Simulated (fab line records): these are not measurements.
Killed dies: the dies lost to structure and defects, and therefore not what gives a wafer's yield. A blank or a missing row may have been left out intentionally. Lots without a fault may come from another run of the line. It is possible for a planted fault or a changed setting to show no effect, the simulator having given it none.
fab line records | flow ritCmos
record lots=6 | wafers=18 | lastDay=7
route steps=202 shown PSD@144 SDANNEAL@153 NSD@158 PLDD@159 NLDD@160 M1@202
lots that met no fault: from a run of the same line without faults
startH: start of the lot's first displayed wafer, in hours after the record's first day | waitH: how many hours have passed since the lot's step before this one | " repeats the value in the row above | L1.1+2: a single row standing in for several wafers | - value missing, or start not given | * or withheld: withheld | < > ~ a bound
route shown NAME@n: names a module that has steps shown in the file, with the first one's number in the route | usual: average and standard deviation across the fault-free wafers | same: alike in all rows | chamber/n: place in a boat | sites: readings site by site | _std_site: standard deviation across them | _edge_site: mean of outer sites minus mean of inner sites | radiusMm: for every site, how far away it sits from the centre of the wafer | mask NAME#n: copy n | behind: the tool/chamber that last shaped the wafer | hold: what put the lot on hold/how long, in hours/how the hold closed | device: which transistor (n, p or np) failed to switch | end of line: the tests these same wafers got at the end of their route | where a step has no rows: the recipe by itself | killed: not the wafer's yield, but the dies lost to structure and defects at the first sort | map: dies across one wafer; x = killed, . = not, _ = none there
set.NAME: setting as actually run; set.NAME@STEP: the setting as run at that earlier step | model.NAME: the simulator's own value behind a step, which no gauge read
a table for each step, a row for each wafer; lots at some steps of the route
services: from which hour (startH, from the record's first day; less than 0 if before it) a tool's chamber was out of use, for how many hours, and why
## steps
# step RIT_PSD_SOFTBAKE_02
# recipe resist=NOVOLAK | tempC=90 | timeS=60
# step RIT_PSD_EXPOSE_03
# recipe maskId=M10 | na=0.57 | targetCdNm=40900 | doseMj=250
# step RIT_PSD_PEB_04
# recipe resist=NOVOLAK | tempC=withheld | timeS=withheld
# step RIT_PSD_DEVELOP_05
# recipe resist=NOVOLAK | developTimeS=50 | devTempC=23
# step RIT_PSD_OVL_MEAS_06
# usual PSD_OVL=0.5/1.4
lot.wafer | tool       | chamber | startH | waitH | PSD_OVL[nm]
L900.2    | overlay-01 | -       | 71.98  | -     | 0.6
L900.3    | "          | -       | "      | "     | 1.5
L900.5    | "          | -       | "      | "     | 0.0
L901.1    | overlay-01 | -       | 74.34  | -     | 0.0
L901.2    | "          | -       | "      | "     | 0.6
L901.6    | "          | -       | "      | "     | 0.2
L903.2    | overlay-02 | -       | 84.55  | -     | -0.4
L903.5    | "          | -       | "      | "     | 0.5
L903.6    | "          | -       | "      | "     | 0.4
L908.1    | overlay-02 | -       | 111.43 | -     | 0.7
L908.2    | "          | -       | "      | "     | 0.0
L908.6    | "          | -       | "      | "     | 0.2
L910.3    | overlay-02 | -       | 119.39 | -     | 0.4
L910.4    | "          | -       | "      | "     | 0.3
L910.6    | "          | -       | "      | "     | 1.7
L915.2    | overlay-02 | -       | 149.98 | -     | 0.0
L915.3    | "          | -       | "      | "     | 1.1
L915.5    | "          | -       | "      | "     | -0.2
# step RIT_PSD_HARDBAKE_07
# recipe resist=NOVOLAK | tempC=140 | timeS=60
# step RIT_PSD_IMPLANT_08
# recipe species=BF2 | energyKev=27 | doseCm2=5e+15 | tiltDeg=7
# step RIT_PSD_STRIP_09
# recipe chemistry=O2 | timeS=180 | resist=NOVOLAK | platenTempC=withheld | powerW=500 | pressureMtorr=4000 | o2FlowSccm=4000
# usual drypumpMotorCurrentA=5.8/0.51
lot.wafer | tool           | chamber | startH | waitH | drypumpMotorCurrentA | rfHoursCounterH
L900.2    | plasmaAsher-03 | 1       | 72.33  | 0.1   | 5.7                  | 29
L900.3    | "              | 0       | "      | "     | 6.5                  | -
L900.5    | "              | 0       | "      | "     | 6.5                  | -
L901.1    | plasmaAsher-03 | 0       | 74.67  | 0.1   | 6.5                  | 29
L901.2    | "              | 1       | "      | "     | 5.7                  | 29
L901.6    | "              | 1       | "      | "     | 5.7                  | -
L903.2    | plasmaAsher-01 | 0       | 84.88  | 0.1   | 5.3                  | 40
L903.5    | "              | 0       | "      | "     | 5.3                  | -
L903.6    | "              | 1       | "      | "     | 5.2                  | -
L908.1    | plasmaAsher-04 | 1       | 111.85 | 0.1   | 6.3                  | 48
L908.2    | "              | 0       | "      | "     | 5.6                  | 48
L908.6    | "              | 0       | "      | "     | 5.6                  | -
L910.3    | plasmaAsher-01 | 1       | 119.77 | 0.1   | 5.2                  | -
L910.4    | "              | 0       | "      | "     | 5.3                  | -
L910.6    | "              | 0       | "      | "     | 5.3                  | -
L915.2    | plasmaAsher-01 | 1       | 150.46 | 0.1   | 5.2                  | 3
L915.3    | "              | 0       | "      | "     | 5.3                  | -
L915.5    | "              | 0       | "      | "     | 5.3                  | -
# step RIT_PSD_TW_MEAS_10
# usual PSD_TW=3415/18
lot.wafer | tool         | chamber | startH | waitH | PSD_TW
L900.2    | filmMetro-01 | -       | 72.51  | 0.1   | 3429
L900.3    | "            | -       | "      | "     | 3421
L900.5    | "            | -       | "      | "     | 3433
L901.1    | filmMetro-01 | -       | 74.85  | 0.1   | 3406
L901.2    | "            | -       | "      | "     | 3430
L901.6    | "            | -       | "      | "     | 3424
L903.2    | filmMetro-02 | -       | 85.07  | 0.1   | 3427
L903.5    | "            | -       | "      | "     | 3403
L903.6    | "            | -       | "      | "     | 3388
L908.1    | filmMetro-03 | -       | 112.03 | 0.1   | 3373
L908.2    | "            | -       | "      | "     | 3390
L908.6    | "            | -       | "      | "     | 3393
L910.3    | filmMetro-02 | -       | 119.91 | 0.1   | 3420
L910.4    | "            | -       | "      | "     | 3422
L910.6    | "            | -       | "      | "     | 3443
L915.2    | filmMetro-02 | -       | 150.65 | 0.1   | 3414
L915.3    | "            | -       | "      | "     | 3412
L915.5    | "            | -       | "      | "     | 3429
# step RIT_SDANNEAL_CLEAN_00
# recipe chemistry=SC1 | mix=3:3:50 | timeS=600 | tempC=75
# step RIT_SDANNEAL_CLEAN_01
# recipe chemistry=dHF | dilution=50:1 | timeS=30
# step RIT_SDANNEAL_CLEAN_02
# recipe chemistry=SC2 | mix=3:3:50 | timeS=612.6 | tempC=75 | dry=n2Spin
# step RIT_SDANNEAL_RTA_03
# recipe tempC=1050 | timeS=5 | idleTempC=600 | rampUpCPerS=342 | rampDownCPerS=171 | coolToC=600 | ambient=N2
# usual chamberO2Ppm=2.001/0.023 | wafer_temp_C_max=1053.7/1.2
lot.wafer | tool         | chamber | startH | waitH | chamberO2Ppm | wafer_temp_C_max
L900.2    | rtpAnneal-02 | 0       | 73.13  | 0.0   | 2.012        | 1055.2
L900.3    | "            | 0       | "      | "     | 1.988        | 1056.4
L900.5    | "            | 0       | "      | "     | 2.004        | 1053.7
L901.1    | rtpAnneal-01 | 0       | 75.45  | 0.0   | 1.973        | 1053.7
L901.2    | "            | 0       | "      | "     | 1.990        | 1053.0
L901.6    | "            | 0       | "      | "     | 1.961        | 1052.8
L903.2    | rtpAnneal-01 | 0       | 85.49  | 0.0   | 2.038        | 1053.0
L903.5    | "            | 0       | "      | "     | 1.999        | 1056.6
L903.6    | "            | 0       | "      | "     | 2.016        | 1053.6
L908.1    | rtpAnneal-02 | 0       | 112.46 | 0.0   | 2.024        | 1055.2
L908.2    | "            | 0       | "      | "     | 2.016        | 1053.4
L908.6    | "            | 0       | "      | "     | 1.984        | 1052.8
L910.3    | rtpAnneal-02 | 0       | 120.34 | 0.0   | 2.003        | 1053.0
L910.4    | "            | 0       | "      | "     | 2.009        | 1052.7
L910.6    | "            | 0       | "      | "     | 1.983        | 1053.9
L915.2    | rtpAnneal-01 | 0       | 151.27 | 0.0   | 1.985        | 1054.6
L915.3    | "            | 0       | "      | "     | 2.019        | 1053.8
L915.5    | "            | 0       | "      | "     | 2.001        | 1053.6
# step RIT_SDANNEAL_RS_MEAS_04
# recipe thkMeasGauge=four-point-probe
# usual PSD_RS=115.92/0.26
lot.wafer | tool         | chamber | startH | waitH | PSD_RS[ohm/sq]
L900.2    | filmMetro-02 | -       | 73.20  | 0.1   | 115.99
L900.3    | "            | -       | "      | "     | 115.66
L900.5    | "            | -       | "      | "     | 116.11
L901.1    | filmMetro-02 | -       | 75.51  | 0.0   | 113.82
L901.2    | "            | -       | "      | "     | 113.83
L901.6    | "            | -       | "      | "     | 113.70
L903.2    | filmMetro-02 | -       | 85.56  | 0.1   | 113.50
L903.5    | "            | -       | "      | "     | 113.70
L903.6    | "            | -       | "      | "     | 113.94
L908.1    | filmMetro-02 | -       | 112.51 | 0.0   | 115.78
L908.2    | "            | -       | "      | "     | 115.21
L908.6    | "            | -       | "      | "     | 115.20
L910.3    | filmMetro-02 | -       | 120.41 | 0.1   | 115.48
L910.4    | "            | -       | "      | "     | 115.73
L910.6    | "            | -       | "      | "     | 115.96
L915.2    | filmMetro-02 | -       | 151.33 | 0.1   | 116.21
L915.3    | "            | -       | "      | "     | 116.41
L915.5    | "            | -       | "      | "     | 115.96
# step RIT_SDANNEAL_RS_MEAS_05
# recipe thkMeasGauge=four-point-probe
# usual NSD_RS=84.47/0.26
lot.wafer | tool         | chamber | startH | waitH | NSD_RS[ohm/sq]
L900.2    | filmMetro-02 | -       | 73.32  | 0.1   | 84.86
L900.3    | "            | -       | "      | "     | 84.62
L900.5    | "            | -       | "      | "     | 84.78
L901.1    | filmMetro-02 | -       | 75.63  | 0.1   | 84.05
L901.2    | "            | -       | "      | "     | 83.93
L901.6    | "            | -       | "      | "     | 84.09
L903.2    | filmMetro-02 | -       | 85.68  | 0.1   | 84.38
L903.5    | "            | -       | "      | "     | 84.33
L903.6    | "            | -       | "      | "     | 84.36
L908.1    | filmMetro-02 | -       | 112.63 | 0.1   | 84.37
L908.2    | "            | -       | "      | "     | 84.35
L908.6    | "            | -       | "      | "     | 84.67
L910.3    | filmMetro-02 | -       | 120.53 | 0.1   | 84.83
L910.4    | "            | -       | "      | "     | 84.69
L910.6    | "            | -       | "      | "     | 84.65
L915.2    | filmMetro-02 | -       | 151.45 | 0.1   | 84.22
L915.3    | "            | -       | "      | "     | 84.32
L915.5    | "            | -       | "      | "     | 84.02
# step RIT_SDANNEAL_RS_MEAS_06
# recipe thkMeasGauge=four-point-probe
# usual PLDD_RS=176.9/0.5
lot.wafer | tool         | chamber | startH | waitH | PLDD_RS[ohm/sq]
L900.2    | filmMetro-02 | -       | 73.44  | 0.1   | 177.5
L900.3    | "            | -       | "      | "     | 177.4
L900.5    | "            | -       | "      | "     | 177.2
L901.1    | filmMetro-02 | -       | 75.75  | 0.1   | 175.5
L901.2    | "            | -       | "      | "     | 174.3
L901.6    | "            | -       | "      | "     | 174.8
L903.2    | filmMetro-02 | -       | 85.80  | 0.1   | 175.1
L903.5    | "            | -       | "      | "     | 175.3
L903.6    | "            | -       | "      | "     | 175.4
L908.1    | filmMetro-02 | -       | 112.75 | 0.1   | 176.0
L908.2    | "            | -       | "      | "     | 176.4
L908.6    | "            | -       | "      | "     | 176.1
L910.3    | filmMetro-02 | -       | 120.65 | 0.1   | 176.6
L910.4    | "            | -       | "      | "     | 177.2
L910.6    | "            | -       | "      | "     | 176.7
L915.2    | filmMetro-02 | -       | 151.57 | 0.1   | 177.4
L915.3    | "            | -       | "      | "     | 177.8
L915.5    | "            | -       | "      | "     | 177.4
# step RIT_SDANNEAL_RS_MEAS_07
# recipe thkMeasGauge=four-point-probe
# usual NLDD_RS=151.5/0.5
lot.wafer | tool         | chamber | startH | waitH | NLDD_RS[ohm/sq]
L900.2    | filmMetro-02 | -       | 73.56  | 0.1   | 150.8
L900.3    | "            | -       | "      | "     | 151.0
L900.5    | "            | -       | "      | "     | 151.0
L901.1    | filmMetro-02 | -       | 75.87  | 0.1   | 151.0
L901.2    | "            | -       | "      | "     | 151.0
L901.6    | "            | -       | "      | "     | 151.3
L903.2    | filmMetro-02 | -       | 85.92  | 0.1   | 151.3
L903.5    | "            | -       | "      | "     | 150.6
L903.6    | "            | -       | "      | "     | 151.1
L908.1    | filmMetro-02 | -       | 112.87 | 0.1   | 151.8
L908.2    | "            | -       | "      | "     | 151.9
L908.6    | "            | -       | "      | "     | 151.7
L910.3    | filmMetro-02 | -       | 120.77 | 0.1   | 150.7
L910.4    | "            | -       | "      | "     | 150.8
L910.6    | "            | -       | "      | "     | 150.7
L915.2    | filmMetro-02 | -       | 151.69 | 0.1   | 151.4
L915.3    | "            | -       | "      | "     | 151.8
L915.5    | "            | -       | "      | "     | 152.2
# step RIT_M1_PROBE_99
# usual killedAtContacts=0.1/0.31 | killedAtFrontEnd=6.3/3 | killedDies=6.4/3 | killedOpen=3/1.9 | killedShort=3.4/1.9
# same grossDies=264 | killed_at_M0_to_M3=0 | killed_at_M4_up=0 | killedAtBackSide=0 | killedAtOther=0
lot.wafer | tool      | chamber | startH | waitH | killedAtContacts | killedAtFrontEnd | killedDies | killedOpen | killedShort | model.etest.pmosTurned.driveUaUm | model.etest.pmos_0p15.driveUaUm | model.etest.contactNplus.endOhmUm | model.etest.pmos_0p15.offLog10AUm | model.etest.retroEdgePmos.offLog10AUm | model.etest.ring.quietLog10A | model.etest.vpnp.gain | model.etest.diodePplusComb.cjFfUm2
L900.2    | prober-01 | -       | 80.69  | 0.1   | 0                | 6                | 6          | 2          | 4           | 196.5                            | 261.9                           | 42.84                             | -10.13                            | -10.15                                | -7.467                       | 1.073                 | 1.967
L900.3    | prober-01 | -       | 80.74  | 0.2   | 0                | 5                | 5          | 2          | 2           | 186.2                            | 251.8                           | 41.87                             | -10.41                            | -10.21                                | -7.717                       | 1.093                 | 1.977
L900.5    | prober-01 | -       | 80.84  | 0.2   | 1                | 8                | 9          | 4          | 3           | 183.1                            | 249.9                           | 41.19                             | -10.6                             | -10.42                                | -7.793                       | 1.091                 | 1.969
L901.1    | prober-02 | -       | 83.19  | 0.1   | 0                | 3                | 3          | 1          | 2           | 211.8                            | 270                             | 42.08                             | -9.846                            | -9.659                                | -7.447                       | 1.124                 | 2.014
L901.2    | prober-02 | -       | 83.24  | 0.1   | 0                | 8                | 8          | 2          | 6           | 217.6                            | 278.7                           | 42.21                             | -9.764                            | -9.543                                | -7.379                       | 1.135                 | 2.017
L901.6    | prober-02 | -       | 83.44  | 0.2   | 0                | 5                | 5          | 2          | 3           | 215.1                            | 277                             | 41.71                             | -9.868                            | -9.719                                | -7.454                       | 1.109                 | 2.022
L903.2    | prober-02 | -       | 93.55  | 0.1   | 0                | 10               | 10         | 7          | 3           | 205.6                            | 262.5                           | 42.14                             | -10.12                            | -10.27                                | -7.726                       | 1.044                 | 2.087
L903.5    | prober-02 | -       | 93.70  | 0.2   | 1                | 4                | 5          | 4          | 1           | 205.2                            | 261.2                           | 42.93                             | -10.07                            | -9.86                                 | -7.653                       | 1.069                 | 2.083
L903.6    | prober-02 | -       | 93.75  | 0.2   | 0                | 3                | 3          | 2          | 1           | 203.2                            | 261.2                           | 43.01                             | -10.14                            | -10.13                                | -7.725                       | 1.086                 | 2.08
L908.1    | prober-01 | -       | 119.93 | 0.1   | 0                | 11               | 11         | 5          | 6           | 187.8                            | 252.4                           | 43.41                             | -10.5                             | -10.39                                | -7.858                       | 1.012                 | 2.043
L908.2    | prober-01 | -       | 119.98 | 0.1   | 0                | 7                | 7          | 4          | 3           | 194.8                            | 254.4                           | 43.27                             | -10.41                            | -10.28                                | -7.745                       | 1.032                 | 2.034
L908.6    | prober-01 | -       | 120.18 | 0.2   | 0                | 11               | 11         | 3          | 8           | 193.5                            | 257.9                           | 43.53                             | -10.27                            | -10.31                                | -7.641                       | 1.012                 | 2.042
L910.3    | prober-01 | -       | 127.98 | 0.2   | 0                | 2                | 2          | 1          | 1           | 193.4                            | 252.8                           | 43.32                             | -10.51                            | -10.51                                | -7.896                       | 1.01                  | 2.044
L910.4    | prober-01 | -       | 128.03 | 0.2   | 0                | 5                | 5          | 3          | 2           | 195.4                            | 254.8                           | 41.39                             | -10.31                            | -10.11                                | -7.898                       | 0.9923                | 2.045
L910.6    | prober-01 | -       | 128.13 | 0.2   | 0                | 6                | 6          | 3          | 3           | 193.1                            | 253.5                           | 42.41                             | -10.45                            | -10.26                                | -7.912                       | 1.012                 | 2.035
L915.2    | prober-02 | -       | 159.64 | 0.1   | 0                | 10               | 10         | 3          | 7           | 190.2                            | 249                             | 41                                | -10.52                            | -10.49                                | -7.834                       | 1.054                 | 2.004
L915.3    | prober-02 | -       | 159.69 | 0.2   | 0                | 6                | 6          | 4          | 2           | 198.7                            | 265.9                           | 41.59                             | -10.09                            | -9.985                                | -7.449                       | 1.046                 | 2.001
L915.5    | prober-02 | -       | 159.79 | 0.2   | 0                | 0                | 0          | 0          | 0           | 201.7                            | 268                             | 40.98                             | -10.13                            | -10.13                                | -7.357                       | 1.046                 | 2.01
# killed by level:class
L900.2 GATE:geometricParticle:short=2 GATE:geometricParticle:open=2 SPACER:geometricParticle:short=2
L900.3 FOX2:geometricParticle:open=1 REOX:geometricParticle:short=1 SPACER:geometricParticle:open=1 SPACER:geometricParticle:short=1 PRETRO:coatMicrobubblePrinted=1
L900.5 GATE:geometricParticle:open=3 PRETRO:coatMicrobubblePrinted=2 FOX2:geometricParticle:short=1 REOX:geometricParticle:open=1 REOX:geometricParticle:short=1 CONTACT:geometricParticle:short=1
L901.1 GATE:geometricParticle:short=1 REOX:geometricParticle:open=1 SPACER:geometricParticle:short=1
L901.2 GATE:geometricParticle:short=3 REOX:geometricParticle:short=2 GATE:geometricParticle:open=1 SPACER:geometricParticle:open=1 SPACER:geometricParticle:short=1
L901.6 FOX1:geometricParticle:open=1 FOX2:geometricParticle:short=1 GATE:geometricParticle:short=1 REOX:geometricParticle:open=1 REOX:geometricParticle:short=1
L903.2 GATE:geometricParticle:open=4 GATE:geometricParticle:short=2 FOX1:geometricParticle:open=1 REOX:geometricParticle:open=1 REOX:geometricParticle:short=1 SPACER:geometricParticle:open=1
L903.5 GATE:geometricParticle:open=1 REOX:geometricParticle:open=1 SPACER:geometricParticle:open=1 SPACER:geometricParticle:short=1 CONTACT:geometricParticle:open=1
L903.6 FOX1:geometricParticle:open=1 GATE:geometricParticle:open=1 SPACER:geometricParticle:short=1
L908.1 GATE:geometricParticle:open=2 SPACER:geometricParticle:short=2 SILICIDE:geometricParticle:open=2 FOX1:geometricParticle:short=1 FOX1:geometricParticle:open=1 GATE:geometricParticle:short=1 REOX:geometricParticle:short=1 SILICIDE:geometricParticle:short=1
L908.2 GATE:geometricParticle:open=2 FOX1:geometricParticle:open=1 FOX1:geometricParticle:short=1 FOX2:geometricParticle:short=1 GATE:geometricParticle:short=1 SILICIDE:geometricParticle:open=1
L908.6 REOX:geometricParticle:short=5 GATE:geometricParticle:short=3 FOX2:geometricParticle:open=1 REOX:geometricParticle:open=1 SILICIDE:geometricParticle:open=1
L910.3 REOX:geometricParticle:short=1 REOX:geometricParticle:open=1
L910.4 FOX1:geometricParticle:open=2 FOX1:geometricParticle:short=1 GATE:geometricParticle:short=1 SPACER:geometricParticle:open=1
L910.6 SPACER:geometricParticle:open=2 SPACER:geometricParticle:short=2 GATE:geometricParticle:short=1 REOX:geometricParticle:open=1
L915.2 GATE:geometricParticle:short=5 FOX1:geometricParticle:open=1 FOX2:geometricParticle:short=1 FOX2:geometricParticle:open=1 GATE:geometricParticle:open=1 SILICIDE:geometricParticle:short=1
L915.3 GATE:geometricParticle:open=2 SILICIDE:geometricParticle:open=2 FOX1:geometricParticle:short=1 SILICIDE:geometricParticle:short=1
## services
tool           | chamber | startH | hours | kind
plasmaAsher-04 | -       | 57.82  | 14.6  | pm
plasmaAsher-04 | -       | 74.78  | 2.2   | repair
plasmaAsher-01 | -       | 98.54  | 2.8   | pm
plasmaAsher-01 | -       | 108.75 | 9.0   | pm
plasmaAsher-01 | 0       | 108.75 | 9.5   | ventCycle
plasmaAsher-01 | 1       | 108.75 | 9.5   | ventCycle
plasmaAsher-01 | -       | 109.09 | 9.1   | repair
plasmaAsher-04 | -       | 114.19 | 2.8   | repair
plasmaAsher-01 | 0       | 117.75 | -     | clean
plasmaAsher-01 | 1       | 117.75 | -     | clean
plasmaAsher-04 | -       | 129.31 | 4.3   | pm
## key
firstSign step=RIT_SDANNEAL_RS_MEAS_04 | reading=PSD_RS | direction=down | sigmas=8.2 | usual=115.92 | struck=113.75
effect step=RIT_SDANNEAL_RS_MEAS_06 | reading=PLDD_RS | direction=down | sigmas=3.8 | usual=176.9 | struck=175.1
modelEffect step=RIT_M1_PROBE_99 | value=etest.pmosTurned.driveUaUm | without=198 | struck=209.7
metAt RIT_SDANNEAL_RTA_03
struckWafers L901.1,L901.2,L901.6,L903.2,L903.5,L903.6
testerLeftOut L901,L903
fault kind=processParameterDrift | tool=rtpAnneal-01 | chamber=- | onsetH=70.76 | steps=RIT_SDANNEAL_RTA_03 | channel=timeS | offset=* | shape=step | endH=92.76 | actsIn=* | stated=*
# testerLeftOut: of these lots the tester's yield and bins aren't shown, on N5 and GAA mostly nor the transistor test; their killed dies are dies lost to structure and defects alone, not to doping, threshold or leakage, so they don't give the yield
